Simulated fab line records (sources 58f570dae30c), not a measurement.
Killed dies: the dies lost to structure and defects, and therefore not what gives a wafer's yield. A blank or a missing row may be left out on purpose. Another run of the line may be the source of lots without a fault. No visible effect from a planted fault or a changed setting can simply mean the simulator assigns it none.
What tool caused it? | flow berkeley cmos170 | 42 wafers from 14 lots sampled at 6 of the route's 331 steps

## WHAT THE GAUGES SHOWED, per wafer
UCB170_PLDD_TW_MEAS_11.
lot  | measured     | on            | PLDD_TW
L763 | day 7 08:59  | film metro-03 | 1004 1015 1012
L761 | day 7 09:34  | film metro-04 | 1016 1023 1013
L762 | day 7 10:37  | film metro-01 | 1017 1022 1020
L765 | day 8 00:28  | film metro-03 | 1010 1010 1015
L766 | day 8 01:11  | film metro-03 | 1006 1012 1003
L767 | day 8 09:00  | film metro-01 | 1011 1019 1020
L770 | day 8 18:19  | film metro-03 | 1010 1014 1012
L771 | day 8 18:58  | film metro-04 | 1015 1017 1020
L768 | day 8 19:05  | film metro-03 | 1010 1008 1008
L769 | day 8 20:09  | film metro-04 | 1019 1013 1018
L773 | day 9 22:23  | film metro-03 | 1014 1014 1012
L778 | day 11 06:56 | film metro-03 | 954 950 953
L780 | day 11 07:28 | film metro-03 | 949 955 955
L781 | day 12 00:06 | film metro-03 | 1013 1014 1005

UCB170_NSD_CD_MEAS_06: the cd target is 1200 nm.
lot  | measured     | on        | cd nm (nm)
L763 | day 7 19:43  | cd sem-01 | 1198.5 1198.5 1198.9
L761 | day 7 20:33  | cd sem-02 | 1200.0 1201.0 1200.4
L762 | day 7 20:17  | cd sem-01 | 1198.7 1198.1 1198.8
L765 | day 8 12:29  | cd sem-01 | 1203.0 1202.2 1202.2
L766 | day 8 12:36  | cd sem-01 | 1197.2 1198.2 1197.9
L767 | day 8 20:30  | cd sem-01 | 1199.1 1199.4 1198.0
L770 | day 9 11:05  | cd sem-01 | 1202.1 1201.1 1200.2
L771 | day 9 11:19  | cd sem-01 | 1200.1 1200.1 1199.3
L768 | day 9 11:05  | cd sem-02 | 1200.9 1199.9 1200.0
L769 | day 9 11:36  | cd sem-02 | 1198.7 1200.5 1199.9
L773 | day 10 10:44 | cd sem-02 | 1199.1 1197.8 1199.8
L778 | day 11 17:32 | cd sem-02 | 1201.3 1199.4 1198.5
L780 | day 11 17:47 | cd sem-02 | 1201.2 1199.9 1201.9
L781 | day 12 12:51 | cd sem-02 | 1201.1 1197.9 1200.5

UCB170_SDANNEAL_RS_MEAS_04: measurement is done with a four-point probe.
lot  | measured     | on            | PLDD_RS (ohm/sq)
L763 | day 7 21:55  | film metro-01 | 1028.1 1027.1 1027.2
L761 | day 7 22:32  | film metro-04 | 1027.3 1026.8 1029.7
L762 | day 7 22:12  | film metro-03 | 1031.4 1031.1 1031.6
L765 | day 8 14:22  | film metro-03 | 1029.7 1031.7 1027.9
L766 | day 8 14:41  | film metro-01 | 1038.0 1035.9 1035.9
L767 | day 8 22:20  | film metro-04 | 1032.6 1033.1 1029.7
L770 | day 9 12:57  | film metro-03 | 1034.3 1034.0 1032.4
L771 | day 9 13:38  | film metro-04 | 1030.4 1032.3 1030.8
L768 | day 9 13:14  | film metro-01 | 1025.0 1030.4 1027.4
L769 | day 9 13:41  | film metro-03 | 1027.4 1030.3 1025.7
L773 | day 10 12:41 | film metro-01 | 1033.4 1030.0 1036.6
L778 | day 11 19:20 | film metro-04 | 1190.6 1192.5 1191.4
L780 | day 11 19:31 | film metro-01 | 1192.6 1193.6 1191.3
L781 | day 12 14:49 | film metro-04 | 1031.4 1030.4 1031.3

## WHICH TOOL RAN EACH LOT (tool, then ch and the chambers of the sampled wafers, then the start)
lot  | UCB170_PLDD_IMPLANT_09          | UCB170_PLDD_STRIP_10                 | UCB170_NLDD_STRIP_10
L763 | implanter-02 ch 0, day 7 08:44  | plasma asher-02 ch 1, day 7 08:53    | plasma asher-01 ch 0,1, day 7 11:44
L761 | implanter-02 ch 0, day 7 09:19  | plasma asher-04 ch 0,1, day 7 09:28  | plasma asher-02 ch 0,1, day 7 12:06
L762 | implanter-03 ch 0, day 7 10:04  | plasma asher-04 ch 1, day 7 10:12    | plasma asher-01 ch 0,1, day 7 12:35
L765 | implanter-02 ch 0, day 8 00:14  | plasma asher-04 ch 0,1, day 8 00:23  | plasma asher-02 ch 0,1, day 8 03:00
L766 | implanter-04 ch 0, day 8 00:58  | plasma asher-03 ch 0,1, day 8 01:06  | plasma asher-02 ch 0,1, day 8 03:44
L767 | implanter-03 ch 0, day 8 08:45  | plasma asher-03 ch 0,1, day 8 08:54  | plasma asher-03 ch 0,1, day 8 10:32
L770 | implanter-03 ch 0, day 8 18:05  | plasma asher-04 ch 0,1, day 8 18:13  | plasma asher-03 ch 0,1, day 8 21:35
L771 | implanter-04 ch 0, day 8 18:43  | plasma asher-03 ch 0, day 8 18:52    | plasma asher-02 ch 0,1, day 8 21:41
L768 | implanter-02 ch 0, day 8 18:50  | plasma asher-02 ch 0,1, day 8 18:59  | plasma asher-02 ch 0,1, day 8 21:55
L769 | implanter-04 ch 0, day 8 19:54  | plasma asher-04 ch 0,1, day 8 20:03  | plasma asher-03 ch 0,1, day 8 22:24
L773 | implanter-04 ch 0, day 9 22:10  | plasma asher-02 ch 0,1, day 9 22:18  | plasma asher-03 ch 0,1, day 10 00:16
L778 | implanter-02 ch 0, day 11 06:41 | plasma asher-04 ch 0,1, day 11 06:49 | plasma asher-02 ch 0,1, day 11 09:00
L780 | implanter-02 ch 0, day 11 07:13 | plasma asher-02 ch 1, day 11 07:21   | plasma asher-03 ch 0,1, day 11 09:14
L781 | implanter-04 ch 0, day 11 23:51 | plasma asher-04 ch 0,1, day 12 00:00 | plasma asher-03 ch 0,1, day 12 02:02
- UCB170_PLDD_IMPLANT_09
- UCB170_PLDD_STRIP_10: strips in O2.
- UCB170_NLDD_STRIP_10: strips in O2.

## AS READ BY THE TOOLS THEMSELVES (means over the sampled wafers that have a number; for cases with no such wafer, the mark the record gives instead)
UCB170_PLDD_IMPLANT_09.
lot  | tool         | dose ions cm2 | faraday current uA
L763 | implanter-02 | 5.003e+13     | 159.6
L761 | implanter-02 | 5.007e+13     | 161.9
L762 | implanter-03 | 4.999e+13     | 157.7
L765 | implanter-02 | 5.000e+13     | 160.9
L766 | implanter-04 | 4.997e+13     | 160.5
L767 | implanter-03 | 5.003e+13     | 155.2
L770 | implanter-03 | 5.005e+13     | 158.0
L771 | implanter-04 | 4.999e+13     | 159.8
L768 | implanter-02 | 5.006e+13     | 159.5
L769 | implanter-04 | 4.999e+13     | 158.8
L773 | implanter-04 | 4.996e+13     | 157.4
L778 | implanter-02 | 3.351e+13     | 105.3
L780 | implanter-02 | 3.353e+13     | 105.1
L781 | implanter-04 | 5.010e+13     | 155.4

UCB170_PLDD_STRIP_10.
lot  | tool            | drypump motor current A (A) | o2 flow sccm (sccm) | oes product au (a.u.) | strip time to endpoint s (s)
L763 | plasma asher-02 | 6.1                         | 401.0               | 0.735                 | 21.57
L761 | plasma asher-04 | 5.7                         | 400.1               | 0.737                 | 21.62
L762 | plasma asher-04 | 5.5                         | 400.5               | 0.737                 | 21.58
L765 | plasma asher-04 | 5.9                         | 399.4               | 0.733                 | 21.69
L766 | plasma asher-03 | 5.3                         | 399.6               | 0.736                 | 21.74
L767 | plasma asher-03 | 5.3                         | 400.0               | 0.735                 | 21.66
L770 | plasma asher-04 | 5.9                         | 401.7               | 0.732                 | 21.59
L771 | plasma asher-03 | 5.7                         | 399.0               | 0.731                 | 21.68
L768 | plasma asher-02 | 6.5                         | 400.9               | 0.736                 | 21.59
L769 | plasma asher-04 | 5.9                         | 400.0               | 0.739                 | 21.83
L773 | plasma asher-02 | 6.3                         | 399.0               | 0.733                 | 21.61
L778 | plasma asher-04 | 5.7                         | 400.2               | 0.740                 | 21.70
L780 | plasma asher-02 | 6.0                         | 398.3               | 0.737                 | 21.57
L781 | plasma asher-04 | 5.9                         | 400.1               | 0.739                 | 21.63

UCB170_NLDD_STRIP_10.
lot  | tool            | drypump motor current A (A) | o2 flow sccm (sccm) | oes product au (a.u.) | strip time to endpoint s (s)
L763 | plasma asher-01 | 5.4                         | 400.2               | 0.729                 | 21.60
L761 | plasma asher-02 | 6.5                         | 400.5               | 0.733                 | 21.68
L762 | plasma asher-01 | 5.4                         | 400.0               | 0.736                 | 21.67
L765 | plasma asher-02 | 6.3                         | 400.6               | 0.736                 | 21.61
L766 | plasma asher-02 | 6.5                         | 399.8               | 0.731                 | 21.70
L767 | plasma asher-03 | 5.5                         | 400.4               | 0.736                 | 21.54
L770 | plasma asher-03 | 5.6                         | 400.0               | 0.734                 | 21.61
L771 | plasma asher-02 | 6.3                         | 400.9               | 0.731                 | 21.62
L768 | plasma asher-02 | 6.3                         | 400.5               | 0.730                 | 21.68
L769 | plasma asher-03 | 5.5                         | 397.7               | 0.738                 | 21.64
L773 | plasma asher-03 | 5.5                         | 399.6               | 0.731                 | 21.73
L778 | plasma asher-02 | 6.3                         | 399.8               | 0.734                 | 21.66
L780 | plasma asher-03 | 5.3                         | 400.4               | 0.733                 | 21.66
L781 | plasma asher-03 | 5.6                         | 399.5               | 0.734                 | 21.64

## THE ANSWER, worked out from the rows above alone
Rule: the lots themselves supply what counts as usual. The widest of any qualifying gaps counts: lots, ordered by their means at a reading, are off when they make up no more than a third of the lots, leave a main group of 4 or more, and stand apart from it by 3 or more times the standard deviation of that group's means. Not used: any main group whose means are identical at the precision the tables above print for the reading. Also off: a lot with no number at a reading for which 4 or more lots have one. All remaining lots with rows at the step are treated as sound. Order of review: gauges by route order, followed by the tools' own readings, for which a lot's mean as printed above is used. The first step at which some lot is off is used, and at that step the reading that is off furthest; a lot without a number counts as furthest.
Off: L778, L780, at UCB170_PLDD_TW_MEAS_11 (PLDD_TW). For the main group the mean is 1013 and the standard deviation 3.8.
If a tool, at a process step before that reading, ran all the lots that are off and no sound lot after the first of them, it fits. Not tried: the gauges at UCB170_PLDD_TW_MEAS_11; whatever is off there is also off at UCB170_SDANNEAL_RS_MEAS_04, on other tools, and gauge error can't account for it. One fits: UCB170_PLDD_IMPLANT_09 on implanter-02. Its last sound lot is L768 (day 8 18:50), its first lot that is off L778 (day 11 06:41): a fault that began between those two fits.
The tool's own readings at UCB170_PLDD_IMPLANT_09 bear it out: on the lots that are off they differ by more than 5 times the standard deviation of the sound lots' means. dose ions cm2 reads 3.352e+13 there against 5.002e+13 on the sound lots; faraday current uA reads 105.2 there against 158.7 on the sound lots.

## WHAT HAD BEEN PUT IN BY THE SIMULATOR
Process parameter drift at UCB170_PLDD_IMPLANT_09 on implanter-02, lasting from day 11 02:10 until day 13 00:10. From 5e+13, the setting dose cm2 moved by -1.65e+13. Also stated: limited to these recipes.
Struck lots among those shown: L778, L780. The rule above found the same.
